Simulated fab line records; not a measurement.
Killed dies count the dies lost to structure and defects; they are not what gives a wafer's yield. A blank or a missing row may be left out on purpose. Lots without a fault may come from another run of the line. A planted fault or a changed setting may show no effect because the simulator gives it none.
Which of the tools did it? / flow berkeley-cmos170 / Sampling: 14 lots, 42 wafers, 2 of 331 route steps

WHAT THE GAUGES READ, wafer by wafer
UCB170_CONTACT_CD_MEAS_90: target cd 700 nm.
lot=L982; measured=day 7 08:16; on=cd-sem-01; cd-nm (nm)=698.2 703.2 701.1
lot=L983; measured=day 7 08:29; on=cd-sem-01; cd-nm (nm)=700.1 702.1 698.4
lot=L981; measured=day 7 08:37; on=cd-sem-02; cd-nm (nm)=699.0 697.5 699.9
lot=L985; measured=day 7 14:34; on=cd-sem-01; cd-nm (nm)=701.6 699.1 699.7
lot=L986; measured=day 8 19:02; on=cd-sem-02; cd-nm (nm)=703.0 701.7 702.1
lot=L987; measured=day 8 18:46; on=cd-sem-02; cd-nm (nm)=700.1 699.3 699.7
lot=L990; measured=day 8 18:35; on=cd-sem-01; cd-nm (nm)=701.5 702.0 701.0
lot=L991; measured=day 8 18:50; on=cd-sem-01; cd-nm (nm)=699.5 701.2 699.9
lot=L993; measured=day 9 07:10; on=cd-sem-01; cd-nm (nm)=700.0 701.1 699.8
lot=L996; measured=day 10 02:04; on=cd-sem-02; cd-nm (nm)=697.7 697.1 695.3
lot=L100; measured=day 11 04:28; on=cd-sem-01; cd-nm (nm)=698.9 698.2 700.1
lot=L101; measured=day 11 04:19; on=cd-sem-01; cd-nm (nm)=700.6 700.5 699.3
lot=L103; measured=day 11 14:21; on=cd-sem-02; cd-nm (nm)=695.2 697.0 694.2
lot=L104; measured=day 12 05:44; on=cd-sem-02; cd-nm (nm)=701.6 702.1 701.4

EACH LOT AND THE TOOL THAT RAN IT (in order: tool; ch and the chambers of the sampled wafers; start)
lot=L982; UCB170_SILICIDE_RTA_04=rtp-anneal-01 ch 0, day 6 21:46
lot=L983; UCB170_SILICIDE_RTA_04=rtp-anneal-02 ch 0, day 6 21:58
lot=L981; UCB170_SILICIDE_RTA_04=rtp-anneal-01 ch 0, day 6 22:01
lot=L985; UCB170_SILICIDE_RTA_04=rtp-anneal-01 ch 0, day 7 10:15
lot=L986; UCB170_SILICIDE_RTA_04=rtp-anneal-02 ch 0, day 8 12:37
lot=L987; UCB170_SILICIDE_RTA_04=rtp-anneal-02 ch 0, day 8 12:48
lot=L990; UCB170_SILICIDE_RTA_04=rtp-anneal-01 ch 0, day 8 13:23
lot=L991; UCB170_SILICIDE_RTA_04=rtp-anneal-02 ch 0, day 8 13:38
lot=L993; UCB170_SILICIDE_RTA_04=rtp-anneal-02 ch 0, day 8 23:44
lot=L996; UCB170_SILICIDE_RTA_04=rtp-anneal-02 ch 0, day 9 20:35
lot=L100; UCB170_SILICIDE_RTA_04=rtp-anneal-02 ch 0, day 10 21:37
lot=L101; UCB170_SILICIDE_RTA_04=rtp-anneal-01 ch 0, day 10 21:49
lot=L103; UCB170_SILICIDE_RTA_04=rtp-anneal-01 ch 0, day 11 09:00
lot=L104; UCB170_SILICIDE_RTA_04=rtp-anneal-01 ch 0, day 11 20:08
- UCB170_SILICIDE_RTA_04: time 15 s.

AS READ BY THE TOOLS THEMSELVES (means over the sampled wafers that have a number; for cases with no such wafer, the mark the record gives instead)
UCB170_SILICIDE_RTA_04.
lot=L982; tool=rtp-anneal-01; lamp-power-pct (%)=11.0; wafer_temp_C_max=652.2
lot=L983; tool=rtp-anneal-02; lamp-power-pct (%)=10.0; wafer_temp_C_max=653.4
lot=L981; tool=rtp-anneal-01; lamp-power-pct (%)=11.0; wafer_temp_C_max=652.4
lot=L985; tool=rtp-anneal-01; lamp-power-pct (%)=11.0; wafer_temp_C_max=652.1
lot=L986; tool=rtp-anneal-02; lamp-power-pct (%)=10.0; wafer_temp_C_max=652.5
lot=L987; tool=rtp-anneal-02; lamp-power-pct (%)=10.0; wafer_temp_C_max=652.7
lot=L990; tool=rtp-anneal-01; lamp-power-pct (%)=11.0; wafer_temp_C_max=652.2
lot=L991; tool=rtp-anneal-02; lamp-power-pct (%)=10.0; wafer_temp_C_max=652.6
lot=L993; tool=rtp-anneal-02; lamp-power-pct (%)=10.0; wafer_temp_C_max=653.4
lot=L996; tool=rtp-anneal-02; lamp-power-pct (%)=10.1; wafer_temp_C_max=653.0
lot=L100; tool=rtp-anneal-02; lamp-power-pct (%)=10.1; wafer_temp_C_max=652.7
lot=L101; tool=rtp-anneal-01; lamp-power-pct (%)=11.0; wafer_temp_C_max=651.7
lot=L103; tool=rtp-anneal-01; lamp-power-pct (%)=11.0; wafer_temp_C_max=652.5
lot=L104; tool=rtp-anneal-01; lamp-power-pct (%)=11.0; wafer_temp_C_max=652.5

THE ANSWER, worked out from the rows above alone
Rule: what is usual is taken from the lots themselves. Put in order of their means at a reading, lots are off if they are a third of the lots or fewer, leave a main group of 4 or more, and stand apart from it by a gap of 3 or more times the standard deviation of the main group's means; of several such gaps the widest counts. Not used: any main group whose means are identical at the precision the tables above print for the reading. A lot without any number at a reading at which 4 lots or more have one is off too. Any other lot the step has rows for is counted as sound. First the gauges in route order, then the tools' own readings, where a lot's mean is used as printed above. The first step at which some lot is off is used, and at that step the reading that is off furthest; a lot without a number counts as furthest.
No lot is off on any of the readings shown, so nothing can be concluded from this.

WHAT HAD BEEN PUT IN BY THE SIMULATOR
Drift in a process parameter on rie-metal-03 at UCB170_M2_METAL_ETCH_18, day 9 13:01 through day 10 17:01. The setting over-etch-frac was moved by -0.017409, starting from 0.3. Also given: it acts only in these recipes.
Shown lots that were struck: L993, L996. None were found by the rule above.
